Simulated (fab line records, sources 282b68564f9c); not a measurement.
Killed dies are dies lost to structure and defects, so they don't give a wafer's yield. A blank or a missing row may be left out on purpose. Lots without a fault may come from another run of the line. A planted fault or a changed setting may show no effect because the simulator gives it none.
A struck lot beside a sound one | flow rit_cmos | 43 steps out of a route of 202
Sound: wafers L185.1, L185.2, L185.6. Struck: wafers L193.1, L193.2, L193.4. The cause comes at the end.
At each step with rows: each side's tool, then ch and its chambers, then its first start. Under that, the readings that differ: sound wafers | struck wafers | difference of the means | sigmas: that difference in standard deviations of wafers without a fault.
alike: readings whose means differ by less than 2 such deviations, and words and numbers that are the same on both sides. not compared: withheld readings, readings that some wafer has no value for, bounds like >300 that may hide the same value, and numbers for which the record gives no deviation and whose values overlap.
The two part at a step that has a row with sigmas, a row that says differs or no value, or rows on one side only. Numbers that don't overlap but have no deviation are shown without sigmas and don't part them. A reading that every wafer of one side lacks parts them only if that side has two wafers or more.

first, 3 steps without rows for these wafers: RIT_REOX_CLEAN_01 (cleans in dHF, time 30 s); RIT_REOX_CLEAN_02 (cleans in SC2, time 600 s); RIT_REOX_OXIDATION_03 (target thk 25.2 nm, ox time 5580 s).
RIT_REOX_THK_MEAS_04:
  sound on film_metro-01, day 4 01:01; struck on film_metro-04, day 5 15:19
  alike: REOX_OXIDE_THK
then, 6 steps without rows for these wafers: RIT_NLDD_HMDS_00 (prime time 60 s); RIT_NLDD_COAT_01 (resist thk 988.5 nm); RIT_NLDD_SOFTBAKE_02 (time 60 s); RIT_NLDD_EXPOSE_03 (exposes mask M7, target cd 40700 nm); RIT_NLDD_PEB_04; RIT_NLDD_DEVELOP_05 (develop time 50 s).
RIT_NLDD_OVL_MEAS_06:
  sound on overlay-01, day 4 02:03; struck on overlay-01, day 5 16:13
  reading       | sound       | struck        | difference | sigmas
  NLDD_OVL (nm) | 1.8 3.7 2.9 | 1.0 -1.4 -0.5 | -3.1       | -2
then, 1 step without rows for these wafers: RIT_NLDD_HARDBAKE_07 (time 60 s).
RIT_NLDD_IMPLANT_08:
  sound on implanter-03 ch 0, day 4 02:14; struck on implanter-03 ch 0, day 5 16:29
  reading                   | sound                | struck               | difference | sigmas
  beam_energy_keV           | 20.004 19.992 19.997 | 25.993 26.000 25.995 | +5.998     | +99 or more
  model.implant.rp_nm (nm)  | 27.48 27.48 27.48    | 33.41 33.41 33.41    | +5.93      |
  model.implant.drp_nm (nm) | 12.97 12.97 12.97    | 15.19 15.19 15.19    | +2.22      |
RIT_NLDD_STRIP_09: strips in O2, time 180 s.
  sound on plasma_asher-01 ch 0,1, day 4 02:23; struck on plasma_asher-03 ch 0,1, day 5 16:38
  alike: drypump_motor_current_A
  not compared: rf_hours_counter_h
RIT_NLDD_TW_MEAS_10:
  sound on film_metro-01, day 4 02:34; struck on film_metro-02, day 5 17:02
  reading | sound          | struck         | difference | sigmas
  NLDD_TW | 2499 2491 2494 | 2709 2698 2689 | +204       | +15
  not compared: hold
then, 5 steps without rows for these wafers: RIT_PLDD_COAT_01 (resist thk 1000 nm); RIT_PLDD_SOFTBAKE_02 (time 60 s); RIT_PLDD_EXPOSE_03 (exposes mask M8, target cd 40900 nm); RIT_PLDD_PEB_04; RIT_PLDD_DEVELOP_05 (develop time 50 s).
RIT_PLDD_OVL_MEAS_06:
  sound on overlay-02, day 4 03:50; struck on overlay-02, day 6 02:25
  alike: PLDD_OVL
then, 2 steps without rows for these wafers: RIT_PLDD_HARDBAKE_07 (time 60 s); RIT_PLDD_IMPLANT_08.
RIT_PLDD_STRIP_09: strips in O2, time 180 s.
  sound on plasma_asher-03 ch 0,1, day 4 04:10; struck on plasma_asher-03 ch 0,1, day 6 02:45
  alike: drypump_motor_current_A
  not compared: rf_hours_counter_h
RIT_PLDD_TW_MEAS_10:
  sound on film_metro-01, day 4 04:20; struck on film_metro-02, day 6 02:56
  alike: PLDD_TW
then, 4 steps without rows for these wafers: RIT_SPACER_CLEAN_00 (cleans in SC1, time 600 s); RIT_SPACER_CLEAN_01 (cleans in dHF, time 30 s); RIT_SPACER_CLEAN_02 (cleans in SC2, time 600 s); RIT_SPACER_CVD_03 (deposits Si3N4 from SiH2Cl2/NH3, target thk 250 nm, time 3300 s).
RIT_SPACER_THK_MEAS_04:
  sound on film_metro-02, day 4 06:43; struck on film_metro-01, day 6 05:37
  reading                 | sound             | struck            | difference | sigmas
  SPACER_NITRIDE_THK (nm) | 251.1 253.8 252.7 | 246.9 247.9 246.4 | -5.5       | -3
RIT_SPACER_ETCHBACK_05: etches Si3N4 in SF6/CHF3, stops on SiO2, target depth 250 nm, time 240 s.
  sound on rie_diel-03 ch 0,3, day 4 06:46; struck on rie_diel-04 ch 0,2, day 6 05:40
  alike: CHF3_flow_sccm, SF6_flow_sccm, drypump_motor_current_A, oes_product_au, throttle_valve_pct
  not compared: rf_hours_counter_h
then, 6 steps without rows for these wafers: RIT_NSD_HMDS_00 (prime time 60 s); RIT_NSD_COAT_01 (resist thk 1000 nm); RIT_NSD_SOFTBAKE_02 (time 60 s); RIT_NSD_EXPOSE_03 (exposes mask M9, target cd 40700 nm); RIT_NSD_PEB_04; RIT_NSD_DEVELOP_05 (develop time 50 s).
RIT_NSD_OVL_MEAS_06:
  sound on overlay-01, day 4 07:46; struck on overlay-02, day 6 06:47
  alike: NSD_OVL
then, 2 steps without rows for these wafers: RIT_NSD_HARDBAKE_07 (time 60 s); RIT_NSD_IMPLANT_08.
RIT_NSD_STRIP_09: strips in O2, time 180 s.
  sound on plasma_asher-01 ch 0,1, day 4 08:07; struck on plasma_asher-02 ch 0,1, day 6 07:07
  reading                     | sound       | struck      | difference | sigmas
  drypump_motor_current_A (A) | 5.7 5.2 5.3 | 5.4 6.4 6.4 | +0.7       | +2
  not compared: rf_hours_counter_h
RIT_SDANNEAL_RS_MEAS_07: measures by four-point-probe.
  sound on film_metro-02, day 4 10:40; struck on film_metro-01, day 6 10:06
  reading          | sound             | struck            | difference | sigmas
  NLDD_RS (ohm/sq) | 151.2 151.5 151.6 | 146.9 147.1 147.4 | -4.3       | -10
  not compared: hold
RIT_M1_PROBE_99:
  sound on prober-02, day 4 17:54; struck on prober-02, day 6 23:49
  reading      | sound | struck | difference | sigmas
  killed_short | 3 2 1 | 7 3 9  | +4         | +2
  alike: killed_at_front_end, killed_dies, killed_open

WHERE THEY PART
First at RIT_NLDD_OVL_MEAS_06; last, within this record, at RIT_M1_PROBE_99.

WHY: what the simulator had put in
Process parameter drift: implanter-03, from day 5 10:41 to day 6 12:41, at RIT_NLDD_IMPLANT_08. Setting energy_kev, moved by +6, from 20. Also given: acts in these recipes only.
